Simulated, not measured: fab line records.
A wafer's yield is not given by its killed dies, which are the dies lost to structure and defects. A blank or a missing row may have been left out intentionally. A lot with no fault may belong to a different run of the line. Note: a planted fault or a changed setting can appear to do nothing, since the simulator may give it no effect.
Matching of chambers    flow berkeleyCmos170    UCB170_SPACER_CVD_00 on pecvd-02: 3 sister chambers
The step deposits SiO2 from TEOS/O2, target thk 376 nm, time 47 s. 6 wafers are shown with their chamber, then 7 later ones without.

## EACH WAFER AND ITS CHAMBER
wafer   chamber  heaterPowerW (W)
L927.1  0        167
L929.1  1        267
L929.2  2        382
L929.6  1        265
L936.1  2        374
L936.2  0        228

## WAFERS WHOSE CHAMBER IS MISSING
wafer   heaterPowerW (W)
L936.6  273
L943.1  271
L943.3  282
L943.6  232
L941.1  330
L941.2  283
L941.3  193

## EACH ONE'S CHAMBER
wafer    from the rows above       in truth
L936.6   1                         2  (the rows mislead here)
L943.1   1                         1
L943.3   1                         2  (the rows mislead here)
L943.6   can't be placed: 1 or 0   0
L941.1   can't be placed: 2 or 1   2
L941.2   1                         1
L941.3   0                         0
Correct placement for 3 of the 7. From these rows, 2 cannot be placed; in 2 the true chamber is one of the candidates. Number placed wrongly: 2.
How it was worked out, from the rows above alone: a wafer's distance from a chamber is the root of the sum, over the readings, of the square of ((its reading less the chamber's mean) divided by the reading's scatter). The wafer belongs to the nearest chamber; if the next one is less than 2 further off, it can't be placed. The mean given for a chamber averages the wafers shown for that chamber. The scatter is the square root of a quotient: the sum, over the shown wafers, of each reading's squared deviation from its chamber's mean, divided by wafers minus chambers.
